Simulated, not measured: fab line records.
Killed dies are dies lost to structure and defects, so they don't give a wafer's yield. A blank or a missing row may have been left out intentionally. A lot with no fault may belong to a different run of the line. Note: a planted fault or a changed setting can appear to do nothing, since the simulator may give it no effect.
Split-lot experiment + flow berkeleyCmos170 + 23 wafers read from 5 lots, route of 331 steps

THE SPLIT
At UCB170_PSD_IMPLANT_08, the setting doseCm2 was moved away from the recipe's 3e+15 on 7 of the 23 wafers read, by -2.9% to +4.5%. For the rest of the wafers, this setting stayed at what the recipe calls for.

FROM THE SPLIT TO THE READING: what the file shows between them, 4 steps
- UCB170_PSD_STRIP_09: strips in O2
- UCB170_PSD_TW_MEAS_10
- UCB170_SDANNEAL_RTA_00: time 10 s (also split here: timeS)
- UCB170_SDANNEAL_RTA_01: time 5 s

THE READING
Measured at UCB170_SDANNEAL_RS_MEAS_02 by four-point probe: PSD_RS, in ohm/sq. Typical for fault-free wafers on this fab line: 75.4 ohm/sq, with standard deviation 0.43 ohm/sq.

| wafer  | tool, chamber at the split | doseCm2 as run | against the recipe | PSD_RS, ohm/sq | against lot-mates on the recipe |
|--------|----------------------------|----------------|--------------------|----------------|---------------------------------|
| L077.1 | implanter-02, 0            | 3.078e+15      | +2.6%              | 74.0           | -1.8                            |
| L077.2 | implanter-02, 0            | 3e+15          | recipe             | 75.8           | -                               |
| L077.3 | implanter-02, 0            | 3e+15          | recipe             | 75.5           | -                               |
| L077.5 | implanter-02, 0            | 3e+15          | recipe             | 76.0           | -                               |
| L077.6 | implanter-02, 0            | 3.078e+15      | +2.6%              | 74.1           | -1.7                            |
| L074.1 | implanter-03, 0            | 3.134e+15      | +4.5%              | 73.5           | -2.5                            |
| L074.2 | implanter-03, 0            | 3.134e+15      | +4.5%              | 73.1           | -2.9                            |
| L074.3 | implanter-03, 0            | 3e+15          | recipe             | 75.7           | -                               |
| L074.5 | implanter-03, 0            | 3e+15          | recipe             | 76.2           | -                               |
| L074.6 | implanter-03, 0            | 3.134e+15      | +4.5%              | 73.3           | -2.7                            |
| L078.2 | implanter-03, 0            | 3e+15          | recipe             | 74.9           | -                               |
| L078.3 | implanter-03, 0            | 3e+15          | recipe             | 74.7           | -                               |
| L078.4 | implanter-03, 0            | 3e+15          | recipe             | 75.0           | -                               |
| L078.5 | implanter-03, 0            | 2.914e+15      | -2.9%              | 76.5           | +1.6                            |
| L078.6 | implanter-03, 0            | 2.914e+15      | -2.9%              | 76.8           | +1.9                            |
| L082.2 | implanter-03, 0            | 3e+15          | recipe             | 75.9           | -                               |
| L082.4 | implanter-03, 0            | 3e+15          | recipe             | 76.1           | -                               |
| L082.5 | implanter-03, 0            | 3e+15          | recipe             | 75.8           | -                               |
| L085.1 | implanter-04, 0            | 3e+15          | recipe             | 75.2           | -                               |
| L085.2 | implanter-04, 0            | 3e+15          | recipe             | 75.4           | -                               |
| L085.3 | implanter-04, 0            | 3e+15          | recipe             | 75.3           | -                               |
| L085.4 | implanter-04, 0            | 3e+15          | recipe             | 75.3           | -                               |
| L085.6 | implanter-04, 0            | 3e+15          | recipe             | 75.1           | -                               |

THE FIT
A straight line over all 23 wafers: PSD_RS changes by -0.479 ohm/sq for each +1% of doseCm2; r = -0.92; the points scatter about the line by 0.4 ohm/sq.
The same after taking each lot's own level away (the mean of its wafers on the recipe; 23 wafers): -0.609 ohm/sq for each +1%; r = -0.99; scatter 0.17 ohm/sq.
Per that fit: largest doseCm2 move, reading shift of 2.7 ohm/sq.
Measured against the standard deviation above, the lots' own levels, which go from 74.87 to 75.95 ohm/sq, span 2.5 times it.
Hence the slope depends on the lot-to-lot level, as the two fits are not the same.
Check: with one of the wafers moved furthest among these (+4.5%) left out of the fit, the line predicts -2.8 ohm/sq for it against its lot-mates. It came out at -2.45 ohm/sq against them.

OTHER SPLITS APPLIED TO THESE WAFERS
These wafers also went through other splits before the reading. Each is held against what the fit with the lots' levels taken away leaves over:
| other split on the same wafers  | wafers away from the commonest value | r with PSD_RS (lot level and that fit taken away) |
|---------------------------------|--------------------------------------|---------------------------------------------------|
| UCB170_NLDD_COAT_01 resistThkNm | 10                                   | +0.32                                             |
| UCB170_PSD_PEB_04 pebTempC      | 11                                   | -0.04                                             |
| UCB170_SDANNEAL_RTA_00 timeS    | 4                                    | -0.47                                             |

THE WHOLE CHAIN: every reading that the file lists as answering this split, in the file's order
| step                       | what it does                 | reading              | change (the file's fit)              | r (the file's) |
|----------------------------|------------------------------|----------------------|--------------------------------------|----------------|
| UCB170_PSD_STRIP_09        | strips in O2                 | stripTimeToEndpointS | withheld for each +1% of the setting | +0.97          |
| UCB170_PSD_TW_MEAS_10      |                              | PSD_TW               | +7.93 for each +1% of the setting    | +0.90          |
| UCB170_SDANNEAL_RS_MEAS_02 | measures by four-point-probe | PSD_RS               | -0.619 for each +1% of the setting   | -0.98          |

FILE'S OWN FIT
PSD_RS changes by -0.619 ohm/sq for each +1% of doseCm2, r = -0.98.
